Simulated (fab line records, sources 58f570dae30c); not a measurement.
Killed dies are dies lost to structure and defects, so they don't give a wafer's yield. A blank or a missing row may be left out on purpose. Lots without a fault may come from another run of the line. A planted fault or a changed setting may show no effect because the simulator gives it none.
Split-lot experiment | flow berkeley_cmos170 | 5 lots, 23 wafers read, on a route of 331 steps

THE SPLIT
At UCB170_SCREENOX_OXIDATION_01 (target thk 14.4 nm, ox time 2400 s), the setting ox_time_s was moved away from the recipe's 2400 s on 10 of the 23 wafers read, by -5.9% to +14.0%. The other wafers ran this setting at the recipe's value.

The file shows no step between the split and the reading.

THE READING
SCREENOX_OXIDE_THK, in nm, at UCB170_SCREENOX_THK_MEAS_02. Fault-free wafers of this fab line usually give 14.30 nm, standard deviation 0.22 nm.

wafer  | tool, chamber at the split | ox_time_s as run, s | against the recipe | SCREENOX_OXIDE_THK, nm | against lot-mates on the recipe
L075.2 | -, -                       | 2259                | -5.9%              | 13.95                  | no lot-mate on the recipe
L075.3 | -, -                       | 2259                | -5.9%              | 13.78                  | no lot-mate on the recipe
L075.4 | -, -                       | 2259                | -5.9%              | 13.51                  | no lot-mate on the recipe
L075.5 | -, -                       | 2259                | -5.9%              | 13.65                  | no lot-mate on the recipe
L075.6 | -, -                       | 2259                | -5.9%              | 13.79                  | no lot-mate on the recipe
L081.1 | -, -                       | 2400                | recipe             | 14.35                  | -
L081.2 | -, -                       | 2400                | recipe             | 14.15                  | -
L081.3 | -, -                       | 2400                | recipe             | 14.28                  | -
L081.4 | -, -                       | 2400                | recipe             | 14.30                  | -
L081.5 | -, -                       | 2400                | recipe             | 14.12                  | -
L080.2 | -, -                       | 2737                | +14.0%             | 15.80                  | no lot-mate on the recipe
L080.3 | -, -                       | 2737                | +14.0%             | 15.82                  | no lot-mate on the recipe
L080.4 | -, -                       | 2737                | +14.0%             | 15.69                  | no lot-mate on the recipe
L080.5 | -, -                       | 2737                | +14.0%             | 15.64                  | no lot-mate on the recipe
L080.6 | -, -                       | 2737                | +14.0%             | 15.78                  | no lot-mate on the recipe
L084.1 | furnace-01, 0              | 2400                | recipe             | 14.11                  | -
L084.4 | furnace-01, 0              | 2400                | recipe             | 14.15                  | -
L084.5 | furnace-01, 0              | 2400                | recipe             | 14.36                  | -
L085.1 | -, -                       | 2400                | recipe             | 14.20                  | -
L085.2 | -, -                       | 2400                | recipe             | 13.98                  | -
L085.3 | -, -                       | 2400                | recipe             | 14.07                  | -
L085.4 | -, -                       | 2400                | recipe             | 14.00                  | -
L085.6 | -, -                       | 2400                | recipe             | 14.00                  | -

THE FIT
A straight line over all 23 wafers: SCREENOX_OXIDE_THK changes by +0.105 nm for each +1% of ox_time_s; r = +0.98; the points scatter about the line by 0.15 nm.
Too few moved wafers have a lot-mate on the recipe to fit a line with each lot's own level taken away.

THE WHOLE CHAIN: every reading that the file lists as answering this split, in the file's order
step                         | what it does                       | reading                                                                               | change (the file's fit)               | r (the file's)
UCB170_SCREENOX_OXIDATION_01 | target thk 14.4 nm, ox time 2400 s | SiO2_of_SCREENOX_OXIDATION_01.thk_nm (the simulator's own value, which no gauge read) | +0.105 nm for each +1% of the setting | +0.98
UCB170_SCREENOX_THK_MEAS_02  |                                    | SCREENOX_OXIDE_THK                                                                    | +0.105 for each +1% of the setting    | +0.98

THE FILE'S OWN FIT
SCREENOX_OXIDE_THK changes by +0.105 nm for each +1% of ox_time_s, r = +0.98.
